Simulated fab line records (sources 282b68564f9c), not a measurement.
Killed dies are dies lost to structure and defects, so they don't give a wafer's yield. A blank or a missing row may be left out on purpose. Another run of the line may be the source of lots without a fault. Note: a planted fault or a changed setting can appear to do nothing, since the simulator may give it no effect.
One fault seen from 2 desks + flow rit_cmos + only its own numbers are on each desk; what lay behind them is given at the end

TOOL OWNER'S DESK, lpcvd-02
The tool's own readings at RIT_SPACER_CVD_03 (deposits Si3N4 from SiH2Cl2/NH3, target thk 250 nm, time 3300 s): means of the sampled wafers that have a number, for each lot that ran on this tool. Marked OUT: a lot whose mean sits more than 4 standard deviations from the usual mean, which makes it out of limits; the brackets give that distance.
Columns: A = pressure_mtorr at RIT_SPACER_CVD_03, usual 300.1 mTorr; B = spike_tc_load_C at RIT_SPACER_CVD_03, usual 836.7 C; C = zone_power_centre_pct at RIT_SPACER_CVD_03, usual 40 %
| lot  | first seen here | A               | B     | C  |
|------|-----------------|-----------------|-------|----|
| L843 | day 3 08:41     | 300.0           | 835.8 | 48 |
| L845 | day 3 13:04     | 300.2           | 835.5 | 48 |
| L847 | day 3 23:25     | 299.7           | 834.9 | 42 |
| L848 | day 4 04:43     | 359.6 (+98) OUT | 836.6 | 42 |
| L849 | day 4 07:43     | 358.9 (+96) OUT | 836.5 | 42 |
| L850 | day 4 13:50     | 359.9 (+98) OUT | 835.9 | 48 |
| L864 | day 7 09:44     | 300.6           | 835.1 | 48 |
| L866 | day 7 20:11     | 300.7           | 837.1 | 42 |
Finding of this desk: L848, L849, L850 out of limits; the first was L848 at day 4 04:43, on pressure_mtorr at RIT_SPACER_CVD_03. Within limits: L843, L845, L847, L864, L866.

METROLOGY DESK
Lot by lot, what the gauges showed, no matter which tool ran the lot: averages of those sampled wafers that carry a number. Marked OUT: a lot whose mean sits more than 4 standard deviations from the usual mean, which makes it out of limits; the brackets give that distance.
Columns: A = SPACER_NITRIDE_THK at RIT_SPACER_THK_MEAS_04, usual 249.8 nm
| lot  | first seen here | A                |
|------|-----------------|------------------|
| L843 | day 3 10:36     | 248.9            |
| L845 | day 3 15:01     | 248.0            |
| L844 | day 3 16:33     | 250.0            |
| L846 | day 3 21:26     | 251.9            |
| L847 | day 4 02:19     | 246.2            |
| L848 | day 4 07:37     | 264.7 (+5.5) OUT |
| L849 | day 4 09:38     | 259.6            |
| L850 | day 4 15:47     | 257.1            |
| L853 | day 5 04:46     | 253.9            |
| L859 | day 6 09:59     | 251.7            |
| L860 | day 6 11:56     | 251.9            |
| L864 | day 7 11:41     | 245.9            |
| L865 | day 7 17:41     | 247.5            |
| L866 | day 7 22:06     | 250.0            |
This desk's result: L848 out of limits, first on L848 (SPACER_NITRIDE_THK at RIT_SPACER_THK_MEAS_04), day 4 07:37. Within limits: L843, L845, L844, L846, L847, L849, L850, L853, L859, L860, L864, L865, L866.

PUT TOGETHER
An alarm could have come from the tool owner's desk at day 4 04:43, on L848, L849, L850.
L848 would have let the metrology desk raise an alarm at day 4 07:37.
The metrology desk has L849, L850 on record, within its limits.
On lpcvd-02, each named lot ran RIT_SPACER_CVD_03.

WHAT WAS PUT IN BY THE SIMULATOR
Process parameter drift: lpcvd-02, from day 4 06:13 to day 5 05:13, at RIT_SPACER_CVD_03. From 300, the setting pressure_mtorr moved by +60. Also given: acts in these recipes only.
Lots struck among those shown: L848, L849, L850.
